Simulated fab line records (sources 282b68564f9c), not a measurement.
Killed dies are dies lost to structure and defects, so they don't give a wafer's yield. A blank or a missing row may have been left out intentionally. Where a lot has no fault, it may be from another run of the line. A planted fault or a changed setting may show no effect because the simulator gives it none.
8D (eight disciplines) problem report, filled in by code | flow rit-cmos | the parts of the form that need people (team, actions taken, sign-off) are left out

== 1. PROBLEM STATEMENT ==
Mean PRETRO_TW at RIT_PRETRO_TW_MEAS_10: 519.0 over 6 wafers in 2 lots; fault-free wafers: 472.7, standard deviation 2.6. That is +18 standard deviations from the usual mean.
The first sign was on wafer L494.1 at day 5 20:31, on film-metro-01. The record has a number at this step for 42 wafers belonging to 14 lots. The rule behind "out" and "out of limits": a value lying over 4 standard deviations away from the usual mean. The rest of the wafers with a number are treated as sound.

== 2. WHAT IT IS, WHAT IT ISN'T ==
question                    | is                           | is not
which readings at this step | PRETRO_TW                    | -
which lots                  | L494, L496                   | L477, L478, L482, L483, L485, L486, L487, L489, L491, L493, L495, L500
which wafers of those lots  | all that have a number       | -
read on which gauges        | film-metro-01, film-metro-04 | film-metro-03
when                        | from day 5 20:31             | up to then (30 sound wafers); but 6 sound wafers of L495, L500 came after

== 3. WHAT RULES OUT EACH SUSPECT ==
Counting: any tool at a process step up to the reading is kept as a suspect provided that every lot that is out went through it and no sound lot did after the first of them.
- ruled out: the gauge at RIT_PRETRO_TW_MEAS_10. Those wafers that are out were read across 2 gauges (film-metro-01, film-metro-04).
- implanter-02 at RIT_PRETRO_IMPLANT_08: kept. It ran every lot that is out, first L494 (day 5 20:11), and no sound lot after that; its last sound lot up to then is L493 (day 5 14:56). Its own readings are out on those wafers: dose-ions-cm2, faraday-current-uA.
Left after counting: implanter-02 at RIT_PRETRO_IMPLANT_08.

== 4. THE CAUSE (what the simulator had put in) ==
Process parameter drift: implanter-02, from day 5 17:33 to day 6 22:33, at RIT_PRETRO_IMPLANT_08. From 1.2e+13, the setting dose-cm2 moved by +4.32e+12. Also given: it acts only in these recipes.
Only this tool survived the counting.

== 5. THE CHAIN OF EFFECTS, in route order ==
Each row: a reading whose mean over the struck wafers that have a number lies more than 3 standard deviations from the usual. Only readings whose record carries a usual standard deviation are examined. hours: median over the lots of the time between each lot's start at the first step of this table that gives one and its start at this step. sigmas: the change, counted in usual standard deviations.
hours | step                  | reading            | usual      | on struck wafers | change      | sigmas
0     | RIT_PRETRO_IMPLANT_08 | dose-ions-cm2      | 1.2003e+13 | 1.6317e+13       | +4.3138e+12 | +99 or more
0     | RIT_PRETRO_IMPLANT_08 | faraday-current-uA | 38.1       | 51.6             | +13.5       | +19
0     | RIT_PRETRO_TW_MEAS_10 | PRETRO_TW          | 472.7      | 519.0            | +46.3       | +18
Its process steps:
- RIT_PRETRO_IMPLANT_08

== 6. WHAT WOULD HAVE CAUGHT IT SOONER ==
Counted from the fault's start at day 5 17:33, it took 3 hours until the first out-of-limits reading at a measuring or inspecting step in this record, taken at day 5 20:31.
At RIT_PRETRO_IMPLANT_08, the tool's own readings (dose-ions-cm2, faraday-current-uA) were out on each struck wafer the step has a row for, so an alarm limit on them would have fired on the first such wafer.
Of the lots that are out (2), L496 began RIT_PRETRO_IMPLANT_08 on implanter-02 after day 5 20:31. A hold on the tool at that time would have spared it.
